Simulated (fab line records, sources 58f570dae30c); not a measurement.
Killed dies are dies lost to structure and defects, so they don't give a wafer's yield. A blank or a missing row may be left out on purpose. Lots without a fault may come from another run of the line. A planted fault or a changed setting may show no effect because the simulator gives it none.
Which tool did it? | flow berkeley_cmos170 | 7 lots, 21 wafers sampled, at 2 steps of a route of 331

WHAT THE GAUGES READ, wafer by wafer
UCB170_GATE_THK_MEAS_05.
lot  | measured     | on            | GATE_POLY_THK (nm)
L943 | day 6 11:56  | film_metro-01 | 215.2 218.1 217.1
L945 | day 6 11:52  | film_metro-01 | 214.7 213.7 213.6
L947 | day 7 09:29  | film_metro-01 | 215.0 212.9 214.1
L957 | day 9 02:41  | film_metro-02 | 117.3 116.2 115.3
L960 | day 9 13:20  | film_metro-02 | 211.6 212.0 212.7
L963 | day 10 15:06 | film_metro-04 | 216.4 213.9 212.8
L965 | day 11 06:36 | film_metro-01 | 214.6 215.7 214.7

WHICH TOOL RAN EACH LOT (tool, then ch and the chambers of the sampled wafers, then the start)
lot  | UCB170_GATE_CVD_04
L943 | lpcvd-02 ch 0, day 6 10:28
L945 | lpcvd-02 ch 1, day 6 10:28
L947 | lpcvd-02 ch 1, day 7 08:05
L957 | lpcvd-02 ch 0, day 9 01:17
L960 | lpcvd-01 ch 0, day 9 11:55
L963 | lpcvd-01 ch 0, day 10 13:41
L965 | lpcvd-01 ch 1, day 11 04:29
- UCB170_GATE_CVD_04: deposits poly-Si from SiH4, time 1440 s, target thk 214 nm.

THE ANSWER, worked out from the rows above alone
Rule: what is usual is taken from the lots themselves. Put in order of their means at a reading, lots are off if they are a third of the lots or fewer, leave a main group of 4 or more, and stand apart from it by a gap of 3 or more times the standard deviation of the main group's means; of several such gaps the widest counts. A main group whose means are all the same, to the digits that the tables above print for the reading, isn't used. A lot without any number at a reading at which 4 lots or more have one is off too. The other lots that the step has rows for count as sound.
Off: L957, at UCB170_GATE_THK_MEAS_05 (GATE_POLY_THK). The main group: mean 214.4 nm, standard deviation 1.4.
A tool fits if, at a process step before that reading, it ran every lot that is off, and no sound lot after the first of them. The gauges at UCB170_GATE_THK_MEAS_05 are tried like those tools. One fits: lpcvd-02 at UCB170_GATE_CVD_04. Its last sound lot is L947 (day 7 08:05), its first lot that is off L957 (day 9 01:17): a fault that began between those two fits.

WHAT THE SIMULATOR HAD PUT IN
Process parameter drift: lpcvd-02, from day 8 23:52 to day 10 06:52, at UCB170_GATE_CVD_04. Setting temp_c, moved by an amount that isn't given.
Lots struck among those shown: L957. The rule above found the same.
